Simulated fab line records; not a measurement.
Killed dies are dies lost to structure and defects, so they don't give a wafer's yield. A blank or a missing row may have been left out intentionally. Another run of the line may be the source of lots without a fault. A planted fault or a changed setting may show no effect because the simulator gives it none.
Which tool did it? -- flow ritCmos -- 15 lots, 45 wafers sampled, at 4 steps of a route of 202

## WHAT EACH GAUGE READ, for each wafer
RIT_FOX2_THK_MEAS_01. Usual: FOX2_OXIDE_THK typically reads 349 nm, with standard deviation 7.3.
lot,measured,on,FOX2_OXIDE_THK (nm),flag
L544,day 1 21:01,filmMetro-04,346 342 340,
L545,day 2 01:07,filmMetro-02,341 344 342,
L546,day 2 05:02,filmMetro-02,350 349 343,
L547,day 2 10:37,filmMetro-04,352 354 355,
L548,day 2 17:59,filmMetro-03,352 361 360,
L549,day 2 21:38,filmMetro-04,352 347 345,
L552,day 3 12:08,filmMetro-03,351 351 353,
L554,day 3 20:28,filmMetro-02,367 364 361,
L555,day 4 01:27,filmMetro-04,414 411 415,OFF
L556,day 4 13:54,filmMetro-02,334 342 343,
L557,day 4 20:44,filmMetro-02,350 343 346,
L558,day 4 23:34,filmMetro-02,401 400 399,OFF
L559,day 5 03:26,filmMetro-03,404 406 408,OFF
L560,day 5 08:46,filmMetro-04,345 344 344,
L567,day 6 16:21,filmMetro-04,351 351 357,

RIT_FOX2_THK_MEAS_90. Usual: FIELD_OXIDE_LEFT_1_THK typically reads 321 nm, with standard deviation 7.3.
lot,measured,on,FIELD_OXIDE_LEFT_1_THK (nm),flag
L544,day 1 21:53,filmMetro-02,319 315 313,
L545,day 2 01:59,filmMetro-02,314 317 314,
L546,day 2 05:55,filmMetro-03,322 321 316,
L547,day 2 11:29,filmMetro-04,325 327 328,
L548,day 2 18:52,filmMetro-03,325 333 332,
L549,day 2 22:30,filmMetro-03,325 319 318,
L552,day 3 13:01,filmMetro-03,324 324 326,
L554,day 3 21:20,filmMetro-04,339 336 334,
L555,day 4 02:20,filmMetro-02,388 385 388,OFF
L556,day 4 14:47,filmMetro-04,307 315 316,
L557,day 4 21:37,filmMetro-04,322 315 319,
L558,day 5 00:26,filmMetro-03,373 373 372,OFF
L559,day 5 04:19,filmMetro-04,376 378 381,OFF
L560,day 5 09:42,filmMetro-02,318 317 317,
L567,day 6 17:21,filmMetro-04,323 323 330,

RIT_FOX2_THK_MEAS_91. Usual: FIELD_OXIDE_LEFT_2_THK typically reads 254 nm, with standard deviation 7.4.
lot,measured,on,FIELD_OXIDE_LEFT_2_THK (nm),flag
L544,day 2 10:38,filmMetro-03,251 247 244,
L545,day 2 14:56,filmMetro-03,245 249 246,
L546,day 2 18:29,filmMetro-03,255 254 248,
L547,day 3 00:35,filmMetro-04,257 259 261,
L548,day 3 07:33,filmMetro-02,256 265 264,
L549,day 3 12:26,filmMetro-02,257 252 250,
L552,day 4 01:29,filmMetro-02,257 257 259,
L554,day 4 11:23,filmMetro-02,272 269 266,
L555,day 4 18:10,filmMetro-02,319 317 320,OFF
L556,day 5 06:49,filmMetro-02,239 247 248,
L557,day 5 11:32,filmMetro-02,255 248 251,
L558,day 5 13:19,filmMetro-02,306 306 305,OFF
L559,day 5 18:04,filmMetro-02,307 309 312,OFF
L560,day 5 22:16,filmMetro-02,249 248 249,
L567,day 7 05:56,filmMetro-03,256 256 263,

## TOOL THAT RAN EACH LOT (tool first, then ch and the chambers of the sampled wafers, then the start)
lot,RIT_FOX2_OXIDATION_00
L544,"furnace-03 ch 0, day 1 19:42"
L545,"furnace-01 ch 0, day 1 23:47"
L546,"furnace-04 ch 0, day 2 03:43"
L547,"furnace-01 ch 0, day 2 09:16"
L548,"furnace-03 ch 0, day 2 16:40"
L549,"furnace-04 ch 0, day 2 20:17"
L552,"furnace-03 ch 0, day 3 10:49"
L554,"furnace-03 ch 0, day 3 19:08"
L555,"furnace-03 ch 0, day 4 00:08"
L556,"furnace-01 ch 0, day 4 12:34"
L557,"furnace-04 ch 0, day 4 19:24"
L558,"furnace-03 ch 0, day 4 22:15"
L559,"furnace-03 ch 0, day 5 02:07"
L560,"furnace-01 ch 0, day 5 07:25"
L567,"furnace-01 ch 0, day 6 15:00"
- RIT_FOX2_OXIDATION_00: target thk 350.7 nm, ox time 1130 s.

## AS READ BY THE TOOLS THEMSELVES (means over the sampled wafers that have a number; for cases with no such wafer, the mark the record gives instead)
RIT_FOX2_OXIDATION_00. Usual: spikeTcCentreC 1103.7 C, standard deviation 1.3; spikeTcLoadC 1125.3 C, standard deviation 2; spikeTcSourceC 1125.6 C, standard deviation 1.1; tubeCenterTempC 1100 C, standard deviation 0.11; tube_center_temp_C_max 1102.8, standard deviation 0.39.
lot,tool,spikeTcCentreC (C),spikeTcLoadC (C),spikeTcSourceC (C),tubeCenterTempC (C),tube_center_temp_C_max,flag
L544,furnace-03,1104.7,1124.7,1126.7,1100,1103.0,
L545,furnace-01,1103.1,1127.7,1126.4,1100,1103.0,
L546,furnace-04,1103.4,1123.4,1125.3,1100,1102.9,
L547,furnace-01,1103.3,1127.1,1125.1,1100,1102.8,
L548,furnace-03,1104.6,1125.1,1125.5,1100,1102.8,
L549,furnace-04,1102.5,1122.3,1124.7,1100,1102.8,
L552,furnace-03,1103.8,1126.3,1125.3,1100,1102.9,
L554,furnace-03,1105.4,1125.5,1126.6,1100,1102.5,
L555,furnace-03,1140.0,1160.2,1161.9,1135,1138.1,OFF
L556,furnace-01,1104.9,1127.3,1125.7,1100,1102.4,
L557,furnace-04,1102.7,1122.7,1124.8,1100,1102.8,
L558,furnace-03,1140.2,1160.3,1161.5,1135,1137.9,OFF
L559,furnace-03,1139.6,1159.9,1160.6,1135,1137.8,OFF
L560,furnace-01,1104.1,1127.4,1125.7,1100,1102.5,
L567,furnace-01,1103.1,1127.6,1125.6,1100,1102.7,

## THE ANSWER, worked out from the rows above alone
Rule: take the mean of a lot's wafers that have a number; if it is more than 3 standard deviations from the usual mean, the lot is off. Also off: a lot with no number at a reading for which 4 or more lots have one. Where the step has rows for the other lots, those lots are counted as sound. The gauges are gone through in route order, then the tools' own readings, and for those a lot's mean is taken as printed above. The first step at which some lot is off is used, and at that step the reading that is off furthest; a lot without a number counts as furthest.
Off: at RIT_FOX2_THK_MEAS_01 (FOX2_OXIDE_THK), L555, L558, L559.
If a tool, at a process step before that reading, ran all the lots that are off and no sound lot after the first of them, it fits. The gauges at RIT_FOX2_THK_MEAS_01 aren't tried: what is off there is off at RIT_FOX2_OXIDATION_00 too, on other tools, and a gauge's error can't cause that. One fits: RIT_FOX2_OXIDATION_00 on furnace-03. Its last sound lot is L554 (day 3 19:08), its first lot that is off L555 (day 4 00:08): a fault that began between those two fits.
The tool's own readings at RIT_FOX2_OXIDATION_00 bear it out: on the lots that are off they differ by more than 5 times the standard deviation of the sound lots' means. spikeTcCentreC reads 1139.9 C there against 1103.8 C on the sound lots; spikeTcLoadC reads 1160.1 C there against 1125.6 C on the sound lots; spikeTcSourceC reads 1161.3 C there against 1125.6 C on the sound lots; tubeCenterTempC reads 1135 C there against 1100 C on the sound lots; tube_center_temp_C_max reads 1137.9 there against 1102.8 on the sound lots.

## WHAT THE SIMULATOR HAD PUT IN
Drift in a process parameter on furnace-03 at RIT_FOX2_OXIDATION_00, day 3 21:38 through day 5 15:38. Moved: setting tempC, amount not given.
Lots struck among those shown: L555, L558, L559. This agrees with what the rule above found.
